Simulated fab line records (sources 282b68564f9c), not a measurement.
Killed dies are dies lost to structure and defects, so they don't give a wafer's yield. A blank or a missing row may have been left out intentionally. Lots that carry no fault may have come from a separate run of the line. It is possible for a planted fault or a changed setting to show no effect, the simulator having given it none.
fab line records ; flow rit-cmos
[record] lots = 5; wafers = 23
route steps=202 shown M1@188
start-h: hours from the record's opening day to when the first of the lot's shown wafers began ; wait-h: hours since the lot's step before ; " the same as in the row above ; L1.1+2: several wafers, shown together as one row ; - either no value or no given start ; * or withheld: withheld ; < > ~ a bound
route shown NAME@n: NAME is a module with steps in the file, n the number in the route of the first one ; usual: mean/standard deviation of fault-free wafers ; same: alike in all rows ; chamber/n: place in a boat ; sites: readings site by site ; _std_site: standard deviation of those values ; _edge_site: inner sites' mean taken away from outer sites' mean ; radius-mm: how far each site lies from the wafer's centre ; mask NAME#n: copy n ; behind: the last tool/chamber to shape the wafer ; hold: why the lot was held/for how many hours/how that ended ; device: which transistor (n, p or np) failed to switch ; end of line: at the end of the route, the tests of the same wafers ; step lacking rows: just its recipe ; killed: dies that structure and defects cost at the first sort, which is not the same as the wafer's yield ; map: the dies of a wafer, with x for killed, . for not killed, _ for no die there
set.NAME: the setting that was run; set.NAME@STEP: the one run at that earlier step ; model.NAME: the simulator's own value behind a step, which no gauge read
one table per step and one row per wafer, for lots whose settings were changed on purpose
[[steps]]
[step RIT_M1_COAT_04]
[recipe] resist = NOVOLAK; spin-rpm = 2000; resist-thk-nm = 1300
lot.wafer;tool;chamber;start-h;wait-h;set.resist-thk-nm;model.NOVOLAK_of_M1_COAT_04.thk-nm
L076.1;litho-track-02;0;64.29;0.1;1238;1238
L076.2;litho-track-02;0;64.29;0.1;1300;1303
L076.3;litho-track-02;0;64.29;0.1;1300;1302
L076.4;litho-track-02;0;64.29;0.1;1300;1300
L076.6;litho-track-02;0;64.29;0.1;1238;1239
L078.3;litho-track-04;0;75.06;0.1;1300;1297
L078.5;litho-track-04;0;75.06;0.1;1300;1302
L078.6;litho-track-04;0;75.06;0.1;1300;1299
L081.1;litho-track-02;0;88.75;0.1;1357;1356
L081.3;litho-track-02;0;88.75;0.1;1357;1359
L081.4+5;litho-track-02;0;88.75;0.1;1300;1301
L081.6;litho-track-02;0;88.75;0.1;1300;1298
L083.2;litho-track-01;0;98.38;0.1;1300;1294
L083.3;litho-track-01;0;98.38;0.1;1335;1329
L083.4;litho-track-01;0;98.38;0.1;1335;1327
L083.5;litho-track-01;0;98.38;0.1;1300;1292
L083.6;litho-track-01;0;98.38;0.1;1335;1331
L084.1;litho-track-01;0;106.23;0.1;1300;1290
L084.3;litho-track-01;0;106.23;0.1;1323;1315
L084.4;litho-track-01;0;106.23;0.1;1300;1294
L084.5;litho-track-01;0;106.23;0.1;1323;1313
L084.6;litho-track-01;0;106.23;0.1;1300;1293
[[key]]
[split] step = RIT_M1_COAT_04; setting = resist-thk-nm; stated = 1300; by = wafer
[response] step = RIT_M1_COAT_04; reading = model.NOVOLAK_of_M1_COAT_04.thk-nm; change = +13.1; per = 1%; r = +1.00
